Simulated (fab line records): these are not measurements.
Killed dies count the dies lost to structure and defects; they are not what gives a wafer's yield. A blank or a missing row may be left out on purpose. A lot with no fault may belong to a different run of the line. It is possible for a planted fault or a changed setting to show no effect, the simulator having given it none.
The same fault as seen by 2 desks    flow berkeley-cmos170    numbers are kept per desk, each desk with only its own; the story behind them comes last

FROM THE METROLOGY DESK
Lot by lot, what the gauges showed, no matter which tool ran the lot: averages of those sampled wafers that carry a number. The brackets show how far a lot's mean lies from the usual mean; more than 4 standard deviations puts the lot out of limits, marked OUT.
Columns: A = GATE_OVL at UCB170_GATE_OVL_MEAS_13, usual -1 nm; B = CONTACT_PSG_THK at UCB170_CONTACT_THK_MEAS_02, usual 702 nm
lot   first seen here  A    B
L250  day 6 14:01      -1   693
L251  day 6 14:29      -3   696
L252  day 6 21:30      3    698
L254  day 7 08:59      -2   708
L256  day 7 09:07      -3   703
L255  day 7 09:16      3    713
L253  day 7 09:27      2    680
L257  day 7 17:15      -6   707
L258  day 7 17:26      1    693
L260  day 8 05:36      9    719
L264  day 8 22:13      -10  693
L262  day 8 22:28      -6   716
L266  day 9 07:41      -2   714
L268  day 9 23:17      6    702
L269  day 10 10:10     4    700
L271  day 10 10:27     -4   701
Result from this desk: across the 16 lots, nothing is out of limits.

DESK OF THE TOOL OWNER: krf-scanner-01
The tool's own readings at UCB170_ZERO_EXPOSE_03 (exposes mask PM MARKS, target cd 4000 nm): means of the sampled wafers that have a number, for each lot that ran on this tool. The brackets show how far a lot's mean lies from the usual mean; more than 4 standard deviations puts the lot out of limits, marked OUT.
Columns: A = exposure-dose-mJ-cm2 at UCB170_ZERO_EXPOSE_03, usual 29.995
lot   first seen here  A
L250  day 2 00:16      29.967
L251  day 2 00:22      30.002
L253  day 2 14:03      29.982
L256  day 3 00:50      26.062 (-99 or more) OUT
L257  day 3 06:57      26.060 (-99 or more) OUT
L258  day 3 12:15      26.049 (-99 or more) OUT
L262  day 4 09:31      26.059 (-99 or more) OUT
This desk finds L256, L257, L258, L262 out of limits, L256 being first, at day 3 00:50 (exposure-dose-mJ-cm2 at UCB170_ZERO_EXPOSE_03). L250, L251, L253 stayed within limits.

BROUGHT TOGETHER
An alarm could have come from the tool owner's desk at day 3 00:50, on L256, L257, L258, L262.
Nothing out of limits was seen by the metrology desk.
The metrology desk has L256, L257, L258, L262 on record, within its limits.
Every lot named ran UCB170_ZERO_EXPOSE_03 on krf-scanner-01.

WHAT THE SIMULATOR HAD INSERTED
Drift in process parameters on krf-scanner-01 at UCB170_ZERO_EXPOSE_03, starting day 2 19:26. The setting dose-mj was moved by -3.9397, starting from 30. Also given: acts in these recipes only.
Lots struck among those shown: L256, L257, L258, L262.
Time in hours from fault onset to the first out-of-limits reading at each desk: the tool owner's desk, 5.
